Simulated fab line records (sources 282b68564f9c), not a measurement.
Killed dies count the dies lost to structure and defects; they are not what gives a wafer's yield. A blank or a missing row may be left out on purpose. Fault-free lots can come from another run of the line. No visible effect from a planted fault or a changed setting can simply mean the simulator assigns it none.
The same fault as seen by 2 desks -- flow rit cmos -- what lay behind the numbers comes last; until then each desk has only its own

## THE TOOL OWNER'S DESK: rie diel-01
The tool's own readings at RIT_CONTACT_ETCH_11 (etches SiO2 in CHF3/CF4/Ar, stops on TiSi2, target depth 480 nm, time 320 s): means of the sampled wafers that have a number, for each lot that ran on this tool. Any lot whose mean is over 4 standard deviations away from the usual mean is out of limits and marked OUT; that distance is given in the brackets.
Columns: A = drypump motor current A at RIT_CONTACT_ETCH_11, usual 5.7 A; B = oes product au at RIT_CONTACT_ETCH_11, usual 0.993 a.u.; C = throttle valve pct at RIT_CONTACT_ETCH_11, usual 8.88 %
lot,first seen here,A,B,C
L416,day 4 05:46,5.5,0.998,8.98
L428,day 6 22:16,5.7,0.989,9.05
L429,day 7 08:29,5.7,0.992,9.05
Result from this desk: across the 3 lots, nothing is out of limits.

## FROM THE METROLOGY DESK
What the gauges read, lot by lot, whatever tool the lot ran on: means of the sampled wafers that have a number. Any lot whose mean is over 4 standard deviations away from the usual mean is out of limits and marked OUT; that distance is given in the brackets.
Columns: A = CONTACT_TEOS_THK at RIT_CONTACT_THK_MEAS_01, usual 399 nm; B = cd nm at RIT_CONTACT_CD_MEAS_08, usual 1000.1 nm; C = CONTACT_OVL at RIT_CONTACT_OVL_MEAS_09, usual -0.4 nm
lot,first seen here,A,B,C
L416,day 4 04:19,404,1000.1,-2.2
L419,day 4 21:38,399,1001.1,-1.3
L427,day 6 18:55,396,999.3,0.0
L428,day 6 20:22,400,996.9,-0.3
L429,day 7 07:02,404,998.9,0.4
L430,day 7 08:58,397,1001.7,-1.7
Result from this desk: across the 6 lots, nothing is out of limits.

## BROUGHT TOGETHER
Nothing out of limits was seen by the tool owner's desk.
Nothing out of limits was seen by the metrology desk.

## WHAT THE SIMULATOR HAD INSERTED
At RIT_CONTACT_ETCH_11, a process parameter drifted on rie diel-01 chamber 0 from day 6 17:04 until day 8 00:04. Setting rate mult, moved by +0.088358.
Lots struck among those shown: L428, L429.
